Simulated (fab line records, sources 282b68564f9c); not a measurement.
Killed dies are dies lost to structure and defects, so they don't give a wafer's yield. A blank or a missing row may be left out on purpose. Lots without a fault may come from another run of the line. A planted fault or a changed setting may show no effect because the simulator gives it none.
A struck lot beside a sound one | flow rit_cmos | 34 steps out of a route of 202
Sound: wafers L415.4, L415.5, L415.6. Struck: wafers L422.2, L422.3, L422.4. The cause comes at the end.
At each step with rows: each side's tool, then ch and its chambers, then its first start. Under that, the readings that differ: sound wafers | struck wafers | difference of the means | sigmas: that difference in standard deviations of wafers without a fault.
alike: readings whose means differ by less than 2 such deviations, and words and numbers that are the same on both sides. not compared: withheld readings, readings that some wafer has no value for, bounds like >300 that may hide the same value, and numbers for which the record gives no deviation and whose values overlap.
The two part at a step that has a row with sigmas, a row that says differs or no value, or rows on one side only. Numbers that don't overlap but have no deviation are shown without sigmas and don't part them. A reading that every wafer of one side lacks parts them only if that side has two wafers or more.

first, 2 steps without rows for these wafers: RIT_SPACER_CLEAN_02 (cleans in SC2, time 600 s); RIT_SPACER_CVD_03 (deposits Si3N4 from SiH2Cl2/NH3, target thk 250 nm, time 3300 s).
RIT_SPACER_THK_MEAS_04:
  sound on film_metro-04, day 4 05:07; struck on film_metro-02, day 5 15:52
  alike: SPACER_NITRIDE_THK
RIT_SPACER_ETCHBACK_05: etches Si3N4 in SF6/CHF3, stops on SiO2, target depth 250 nm, time 240 s.
  sound on rie_diel-03 ch 0,1,3, day 4 05:09; struck on rie_diel-01 ch 1,2,3, day 5 15:55
  alike: drypump_motor_current_A, oes_product_au, throttle_valve_pct
  not compared: rf_hours_counter_h
then, 6 steps without rows for these wafers: RIT_NSD_HMDS_00 (prime time 60 s); RIT_NSD_COAT_01 (resist thk 1000 nm); RIT_NSD_SOFTBAKE_02 (time 60 s); RIT_NSD_EXPOSE_03 (exposes mask M9, target cd 40700 nm); RIT_NSD_PEB_04; RIT_NSD_DEVELOP_05 (develop time 50 s).
RIT_NSD_OVL_MEAS_06:
  sound on overlay-01, day 4 06:10; struck on overlay-01, day 5 17:02
  alike: NSD_OVL
then, 1 step without rows for these wafers: RIT_NSD_HARDBAKE_07 (time 60 s).
RIT_NSD_IMPLANT_08:
  sound on implanter-02 ch 0, day 4 06:25; struck on implanter-02 ch 0, day 5 17:14
  reading                   | sound                | struck               | difference | sigmas
  beam_energy_keV           | 24.997 24.994 25.020 | 17.505 17.501 17.486 | -7.506     | -99 or more
  model.implant.rp_nm (nm)  | 32.7 32.7 32.7       | 26.04 26.04 26.04    | -6.66      |
  model.implant.drp_nm (nm) | 14.84 14.84 14.84    | 11.96 11.96 11.96    | -2.88      |
RIT_NSD_STRIP_09: strips in O2, time 180 s.
  sound on plasma_asher-01 ch 0,1, day 4 06:32; struck on plasma_asher-04 ch 0,1, day 5 17:22
  alike: drypump_motor_current_A
  not compared: rf_hours_counter_h
RIT_NSD_TW_MEAS_10:
  sound on film_metro-02, day 4 06:41; struck on film_metro-04, day 5 17:33
  reading | sound          | struck         | difference | sigmas
  NSD_TW  | 3135 3143 3144 | 2884 2867 2873 | -266       | -13
then, 6 steps without rows for these wafers: RIT_PSD_HMDS_00 (prime time 60 s); RIT_PSD_COAT_01 (resist thk 1000 nm); RIT_PSD_SOFTBAKE_02 (time 60 s); RIT_PSD_EXPOSE_03 (exposes mask M10, target cd 40900 nm); RIT_PSD_PEB_04; RIT_PSD_DEVELOP_05 (develop time 50 s).
RIT_PSD_OVL_MEAS_06:
  sound on overlay-02, day 4 07:35; struck on overlay-01, day 5 18:35
  alike: PSD_OVL
then, 2 steps without rows for these wafers: RIT_PSD_HARDBAKE_07 (time 60 s); RIT_PSD_IMPLANT_08.
RIT_PSD_STRIP_09: strips in O2, time 180 s.
  sound on plasma_asher-04 ch 0,1, day 4 07:58; struck on plasma_asher-04 ch 0,1, day 5 18:55
  alike: drypump_motor_current_A
  not compared: rf_hours_counter_h
RIT_PSD_TW_MEAS_10:
  sound on film_metro-03, day 4 08:07; struck on film_metro-03, day 5 19:06
  alike: PSD_TW
then, 3 steps without rows for these wafers: RIT_SDANNEAL_CLEAN_00 (cleans in SC1, time 600 s); RIT_SDANNEAL_CLEAN_01 (cleans in dHF, time 30 s); RIT_SDANNEAL_CLEAN_02 (cleans in SC2, time 600 s).
RIT_SDANNEAL_RTA_03: time 5 s.
  sound on rtp_anneal-02 ch 0, day 4 08:33; struck on rtp_anneal-01 ch 0, day 5 19:32
  alike: ramp_down_c_per_s, wafer_temp_C_max
RIT_SDANNEAL_RS_MEAS_04: measures by four-point-probe.
  sound on film_metro-04, day 4 08:38; struck on film_metro-04, day 5 19:36
  alike: PSD_RS
RIT_SDANNEAL_RS_MEAS_05: measures by four-point-probe.
  sound on film_metro-04, day 4 08:46; struck on film_metro-04, day 5 19:43
  reading         | sound             | struck            | difference | sigmas
  NSD_RS (ohm/sq) | 83.80 83.87 83.54 | 86.10 86.39 86.39 | +2.56      | +10
RIT_SDANNEAL_RS_MEAS_06: measures by four-point-probe.
  sound on film_metro-04, day 4 08:53; struck on film_metro-04, day 5 19:50
  reading          | sound             | struck            | difference | sigmas
  PLDD_RS (ohm/sq) | 180.7 179.8 180.1 | 179.2 179.1 179.5 | -0.9       | -2
RIT_M1_PROBE_99:
  sound on prober-01, day 4 16:57; struck on prober-02, day 6 03:01
  reading                                   | sound                | struck               | difference | sigmas
  killed_at_M0_to_M3                        | 0 0 0                | 1 0 0                | +0         | +3
  model.etest.contact_nplus.end_ohm_um      | 39.62 39.22 38.69    | 49.57 51.31 51.68    | +11.68     |
  model.etest.nmos_0p15.junction_log10_a_um | -13.59 -13.49 -13.71 | -13.13 -13.18 -13.24 | +0.41      |
  model.etest.nmos_narrow.off_log10_a_um    | -13.38 -13.2 -13.23  | -13.06 -12.96 -12.97 | +0.27      |
  model.etest.diode_nplus_pwell.cj_ff_um2   | 2.041 2.059 2.049    | 2.031 2.039 2.017    | -0.021     |
  alike: killed_at_front_end, killed_dies, killed_open, killed_short
  not compared: model.etest.gate_end_array.leak_log10_a_um, model.etest.nmos_0p3.off_log10_a_um, model.etest.diode_nplus_comb.cj_ff_um2

WHERE THEY PART
First at RIT_NSD_IMPLANT_08; last, within this record, at RIT_M1_PROBE_99.

WHY: what the simulator had put in
Process parameter drift: implanter-02, from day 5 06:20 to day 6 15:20, at RIT_NSD_IMPLANT_08. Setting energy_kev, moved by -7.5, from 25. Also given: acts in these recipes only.
